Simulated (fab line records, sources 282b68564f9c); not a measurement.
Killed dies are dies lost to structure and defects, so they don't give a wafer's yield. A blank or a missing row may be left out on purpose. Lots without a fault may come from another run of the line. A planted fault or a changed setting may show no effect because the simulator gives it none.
A struck lot beside a sound one | flow rit_cmos | 14 steps out of a route of 202
Sound: wafers L648.1, L648.5, L648.6. Struck: wafers L644.1, L644.2, L644.6. The cause comes at the end.
At each step with rows: each side's tool, then ch and its chambers, then its first start. Under that, the readings that differ: sound wafers | struck wafers | difference of the means | sigmas: that difference in standard deviations of wafers without a fault.
alike: readings whose means differ by less than 2 such deviations, and words and numbers that are the same on both sides. not compared: withheld readings, readings that some wafer has no value for, bounds like >300 that may hide the same value, and numbers for which the record gives no deviation and whose values overlap.
The two part at a step that has a row with sigmas, a row that says differs or no value, or rows on one side only. Numbers that don't overlap but have no deviation are shown without sigmas and don't part them. A reading that every wafer of one side lacks parts them only if that side has two wafers or more.

first, 1 step without rows for these wafers: RIT_ACTIVE_OXIDATION_01 (target thk 46.8 nm, ox time 3480 s).
RIT_ACTIVE_THK_MEAS_02:
  sound on film_metro-02, day 5 16:03; struck on film_metro-01, day 4 21:09
  alike: ACTIVE_OXIDE_THK
then, 1 step without rows for these wafers: RIT_ACTIVE_CVD_03 (deposits Si3N4 from SiH2Cl2/NH3, target thk 150 nm, time 1500 s).
RIT_ACTIVE_THK_MEAS_04:
  sound on film_metro-02, day 5 17:40; struck on film_metro-01, day 4 23:20
  alike: ACTIVE_NITRIDE_THK
then, 6 steps without rows for these wafers: RIT_ACTIVE_HMDS_05 (prime time 60 s); RIT_ACTIVE_COAT_06 (resist thk 1000 nm); RIT_ACTIVE_SOFTBAKE_07 (time 60 s); RIT_ACTIVE_EXPOSE_08 (exposes mask M1, target cd 1400 nm); RIT_ACTIVE_PEB_09; RIT_ACTIVE_DEVELOP_10 (develop time 50 s).
RIT_ACTIVE_CD_MEAS_11: target cd 1400 nm.
  sound on cd_sem-02, day 5 18:42; struck on cd_sem-01, day 5 00:15
  alike: cd_nm
then, 1 step without rows for these wafers: RIT_ACTIVE_HARDBAKE_12 (time 60 s).
RIT_ACTIVE_ETCH_13: etches Si3N4 in SF6, stops on SiO2, time 210 s, target depth 210 nm.
  sound on rie_diel-01 ch 0,3, day 5 18:58; struck on rie_diel-02 ch 1,3, day 5 00:35
  reading                                     | sound             | struck            | difference | sigmas
  oes_product_au (a.u.)                       | 0.817 0.824 0.822 | 0.981 1.002 0.998 | +0.173     | +14
  run_length_s (s)                            | 238.3 238.4 238.9 | 183.9 183.0 183.1 | -55.2      | -99 or more
  model.NOVOLAK_of_ACTIVE_COAT_06.thk_nm (nm) | 655.6 650 654.9   | 716.6 717.1 719.2 | +64.1      |
  alike: chamber_pressure_mTorr, drypump_motor_current_A, throttle_valve_pct
  not compared: rf_hours_counter_h
RIT_ACTIVE_STRIP_14: strips in O2, time 180 s.
  sound on plasma_asher-04 ch 0,1, day 5 19:07; struck on plasma_asher-01 ch 0,1, day 5 00:43
  alike: chamber_pressure_mTorr, drypump_motor_current_A
  not compared: rf_hours_counter_h

WHERE THEY PART
Only at RIT_ACTIVE_ETCH_13, within this record. Later steps at which nothing parts them and some readings are alike: RIT_ACTIVE_STRIP_14.

WHY: what the simulator had put in
Process parameter drift: rie_diel-02, from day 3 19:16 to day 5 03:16, at RIT_ACTIVE_ETCH_13. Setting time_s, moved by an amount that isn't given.
